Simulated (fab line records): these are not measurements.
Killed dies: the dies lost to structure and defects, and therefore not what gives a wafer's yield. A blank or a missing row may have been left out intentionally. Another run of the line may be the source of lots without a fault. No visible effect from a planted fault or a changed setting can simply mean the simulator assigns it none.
Which tool is to blame? -- flow berkeleyCmos170 -- Sampling: 14 lots, 42 wafers, 5 of 331 route steps

== WHAT EACH GAUGE READ, for each wafer ==
UCB170_M1_OVL_MEAS_10.
lot,measured,on,M1_OVL (nm)
L321,day 8 15:06,overlay-02,-6 -1 0
L323,day 8 15:46,overlay-01,-7 -10 1
L325,day 9 14:47,overlay-01,-2 0 0
L324,day 9 15:07,overlay-02,-10 -5 2
L333,day 11 20:56,overlay-02,2 -3 0
L331,day 11 22:03,overlay-01,-11 -14 -9
L334,day 11 22:40,overlay-01,-10 0 -2
L337,day 12 15:25,overlay-01,-10 -7 -14
L336,day 12 16:05,overlay-02,-1 -2 -3
L338,day 12 23:11,overlay-01,-9 -9 -6
L339,day 13 01:28,overlay-02,-3 -6 -6
L341,day 13 07:13,overlay-01,-8 -1 -3
L340,day 13 06:43,overlay-02,-3 0 -2
L342,day 13 19:51,overlay-02,-8 4 2

UCB170_V1_CD_MEAS_12: target cd 700 nm.
lot,measured,on,cdNm (nm)
L321,day 8 18:48,cdSem-02,700.0 700.8 700.9
L323,day 8 20:28,cdSem-01,701.4 702.3 700.0
L325,day 9 18:28,cdSem-01,701.3 700.4 700.6
L324,day 9 19:52,cdSem-02,701.2 701.2 701.3
L333,day 12 00:55,cdSem-01,700.3 700.9 699.9
L331,day 12 02:31,cdSem-02,699.2 700.1 698.3
L334,day 12 03:25,cdSem-02,700.1 699.2 699.9
L337,day 12 19:38,cdSem-01,700.6 700.3 699.3
L336,day 12 21:54,cdSem-01,701.7 701.1 701.4
L338,day 13 02:41,cdSem-01,696.5 697.3 695.7
L339,day 13 05:49,cdSem-02,700.5 699.3 698.0
L341,day 13 12:55,cdSem-02,700.2 702.1 700.4
L340,day 13 10:48,cdSem-01,698.9 697.3 698.3
L342,day 14 00:34,cdSem-02,700.6 698.6 699.1

UCB170_V2_THK_MEAS_01.
lot,measured,on,V2_TEOS_THK (nm)
L321,day 8 22:01,filmMetro-04,1953 1966 1999
L323,day 8 23:58,filmMetro-03,1964 1976 1943
L325,day 9 21:47,filmMetro-04,1939 1965 2007
L324,day 9 23:18,filmMetro-03,1958 1952 1993
L333,day 12 05:11,filmMetro-04,3051 3115 3143
L331,day 12 06:18,filmMetro-02,3083 3054 3109
L334,day 12 07:10,filmMetro-04,1975 1979 1952
L337,day 12 23:04,filmMetro-02,1978 1945 1988
L336,day 13 01:13,filmMetro-03,1957 1952 1971
L338,day 13 07:29,filmMetro-04,1940 1972 1994
L339,day 13 09:13,filmMetro-04,1956 1990 2003
L341,day 13 17:29,filmMetro-04,1974 2006 2017
L340,day 13 15:32,filmMetro-04,1983 2004 2012
L342,day 14 05:48,filmMetro-03,1944 1979 2001

== WHAT TOOL EACH LOT RAN ON (gives the tool, then ch and the chambers of the sampled wafers, and finally the start) ==
lot,UCB170_SILICIDE_SPUTTER_01,UCB170_V2_CVD_00
L321,"pvdSputter-03, day 8 07:08","pecvd-02 ch 0,1,2, day 8 21:52"
L323,"pvdSputter-03, day 8 07:45","pecvd-02 ch 0,1,2, day 8 23:49"
L325,"pvdSputter-01, day 9 08:36","pecvd-02 ch 0,1,2, day 9 21:37"
L324,"pvdSputter-03, day 9 08:46","pecvd-04 ch 0,1,2, day 9 23:08"
L333,"pvdSputter-01, day 11 14:23","pecvd-02 ch 0,1, day 12 05:01"
L331,"pvdSputter-02, day 11 14:42","pecvd-02 ch 0,2, day 12 06:09"
L334,"pvdSputter-03, day 11 15:19","pecvd-04 ch 0,1,2, day 12 07:04"
L337,"pvdSputter-01, day 12 05:15","pecvd-01 ch 0,1,2, day 12 22:54"
L336,"pvdSputter-03, day 12 05:25","pecvd-04 ch 0,1, day 13 01:02"
L338,"pvdSputter-03, day 12 16:41","pecvd-01 ch 0,1,2, day 13 07:19"
L339,"pvdSputter-01, day 12 17:01","pecvd-04 ch 1,2, day 13 09:04"
L341,"pvdSputter-03, day 12 23:29","pecvd-04 ch 0,2, day 13 17:19"
L340,"pvdSputter-02, day 12 23:45","pecvd-01 ch 1,2, day 13 15:23"
L342,"pvdSputter-02, day 13 09:43","pecvd-04 ch 0,1, day 14 05:38"
- UCB170_SILICIDE_SPUTTER_01: material Ti, target thk 30 nm, time 25.82 s.
- UCB170_V2_CVD_00: deposits SiO2 from TEOS/O2, target thk 2000 nm, time 250 s.

== AS READ BY THE TOOLS THEMSELVES (means over the sampled wafers that have a number; for cases with no such wafer, the mark the record gives instead) ==
UCB170_SILICIDE_SPUTTER_01.
lot,tool,throttleValvePct (%)
L321,pvdSputter-03,29.2
L323,pvdSputter-03,29.3
L325,pvdSputter-01,29.4
L324,pvdSputter-03,28.8
L333,pvdSputter-01,30.0
L331,pvdSputter-02,30.5
L334,pvdSputter-03,29.9
L337,pvdSputter-01,30.1
L336,pvdSputter-03,28.7
L338,pvdSputter-03,31.0
L339,pvdSputter-01,29.9
L341,pvdSputter-03,29.9
L340,pvdSputter-02,29.9
L342,pvdSputter-02,29.9

UCB170_V2_CVD_00.
lot,tool,heaterPowerW (W),susceptorTempC (C)
L321,pecvd-02,226,390.06
L323,pecvd-02,238,390.00
L325,pecvd-02,225,389.92
L324,pecvd-04,213,389.85
L333,pecvd-02,239,389.94
L331,pecvd-02,204,389.80
L334,pecvd-04,258,389.91
L337,pecvd-01,274,389.97
L336,pecvd-04,283,390.18
L338,pecvd-01,293,389.93
L339,pecvd-04,236,390.14
L341,pecvd-04,250,390.02
L340,pecvd-01,244,389.97
L342,pecvd-04,282,390.10

== THE ANSWER, worked out from the rows above alone ==
Rule: what is usual is taken from the lots themselves. The widest of any qualifying gaps counts: lots, ordered by their means at a reading, are off when they make up no more than a third of the lots, leave a main group of 4 or more, and stand apart from it by 3 or more times the standard deviation of that group's means. A main group whose means are all the same, to the digits that the tables above print for the reading, isn't used. Also off: a lot with no number at a reading for which 4 or more lots have one. All remaining lots with rows at the step are treated as sound. After the gauges, taken in route order, come the tools' own readings; for these a lot's mean is taken, as printed above. The first step at which some lot is off is used, and at that step the reading that is off furthest; a lot without a number counts as furthest.
Off: L333, L331, seen at UCB170_V2_THK_MEAS_01 (V2_TEOS_THK). For the main group the mean is 1975 nm and the standard deviation 12.
A tool fits if, at a process step before that reading, it ran every lot that is off, and no sound lot after the first of them. Those tools and the gauges at UCB170_V2_THK_MEAS_01 are tried in the same way. One candidate fits, namely pecvd-02 at UCB170_V2_CVD_00. Its last sound lot is L325 (day 9 21:37), its first lot that is off L333 (day 12 05:01): a fault that began between those two fits.

== WHAT THE SIMULATOR PUT IN ==
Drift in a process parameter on pecvd-02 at UCB170_V2_CVD_00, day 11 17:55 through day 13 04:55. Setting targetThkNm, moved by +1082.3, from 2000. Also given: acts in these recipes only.
Struck lots among those shown: L333, L331. The rule above reached the same finding.
